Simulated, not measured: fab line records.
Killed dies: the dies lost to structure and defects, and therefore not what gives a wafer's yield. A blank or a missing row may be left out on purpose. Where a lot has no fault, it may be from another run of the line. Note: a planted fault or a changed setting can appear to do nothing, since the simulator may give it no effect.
Split-lot experiment	flow berkeley_cmos170	route with 331 steps; 5 lots, 23 wafers read

## THE SPLIT ITSELF
At UCB170_NWELL_IMPLANT_14, the setting energy_kev was moved away from the recipe's 150 on 8 of the 23 wafers read, by +1.9% to +4.9%. The other wafers ran this setting at the recipe's value.

The split's own step is where the reading is taken.

## THE READING
In nm, at UCB170_NWELL_IMPLANT_14: implant.drp_nm, which is the simulator's own figure and was read by no gauge. No usual value for it is given in the file.

wafer	tool, chamber at the split	energy_kev as run	against the recipe	implant.drp_nm, nm	against lot-mates on the recipe
L074.1	implanter-02, 0	155.7	+3.8%	64.51	+1.79
L074.3	implanter-02, 0	155.7	+3.8%	64.51	+1.79
L074.4	implanter-02, 0	155.7	+3.8%	64.51	+1.79
L074.2	implanter-02, 0	150	recipe	62.72	-
L074.5	implanter-02, 0	150	recipe	62.72	-
L076.1	implanter-02, 0	150	recipe	62.72	-
L076.2	implanter-02, 0	150	recipe	62.72	-
L076.3	implanter-02, 0	150	recipe	62.72	-
L076.5	implanter-02, 0	150	recipe	62.72	-
L076.6	implanter-02, 0	150	recipe	62.72	-
L078.1	implanter-04, 0	150	recipe	62.72	-
L078.2	implanter-04, 0	150	recipe	62.72	-
L078.4	implanter-04, 0	150	recipe	62.72	-
L078.3	implanter-04, 0	157.4	+4.9%	65.03	+2.31
L078.5	implanter-04, 0	157.4	+4.9%	65.03	+2.31
L079.1	implanter-02, 0	152.8	+1.9%	63.61	+0.89
L079.2	implanter-02, 0	152.8	+1.9%	63.61	+0.89
L079.5	implanter-02, 0	152.8	+1.9%	63.61	+0.89
L079.3	implanter-02, 0	150	recipe	62.72	-
L079.4	implanter-02, 0	150	recipe	62.72	-
L082.2	implanter-01, 0	150	recipe	62.72	-
L082.3	implanter-01, 0	150	recipe	62.72	-
L082.5	implanter-01, 0	150	recipe	62.72	-

THE FIT
A straight line over all 23 wafers: implant.drp_nm changes by +0.47 nm for each +1% of energy_kev; r = +1.00; the points scatter about the line by 0.0055 nm.
The same after taking each lot's own level away (the mean of its wafers on the recipe; 23 wafers): +0.47 nm for each +1%; r = +1.00; scatter 0.0055 nm.
The reading moves by 2.3 nm for the largest change in energy_kev, on that fit.
The lots' own levels span 62.720 to 62.720 nm.
Hence the lot-to-lot level has little effect on the slope; both slopes agree.
Check: for one of the wafers moved furthest among these (+4.9%), held out of the fit, the line's prediction against its lot-mates is +2.32 nm. It came out at +2.31 nm against them.

## THE WHOLE CHAIN: every reading that the file lists as answering this split, in the file's order
step	what it does	reading	change (the file's fit)	r (the file's)
UCB170_NWELL_IMPLANT_14		implant.rp_nm (the simulator's own value, which no gauge read)	+1.97 nm for each +1% of the setting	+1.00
UCB170_NWELL_IMPLANT_14		implant.drp_nm (the simulator's own value, which no gauge read)	+0.468 nm for each +1% of the setting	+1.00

## FILE'S OWN FIT
implant.drp_nm changes by +0.468 nm for each +1% of energy_kev, r = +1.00.
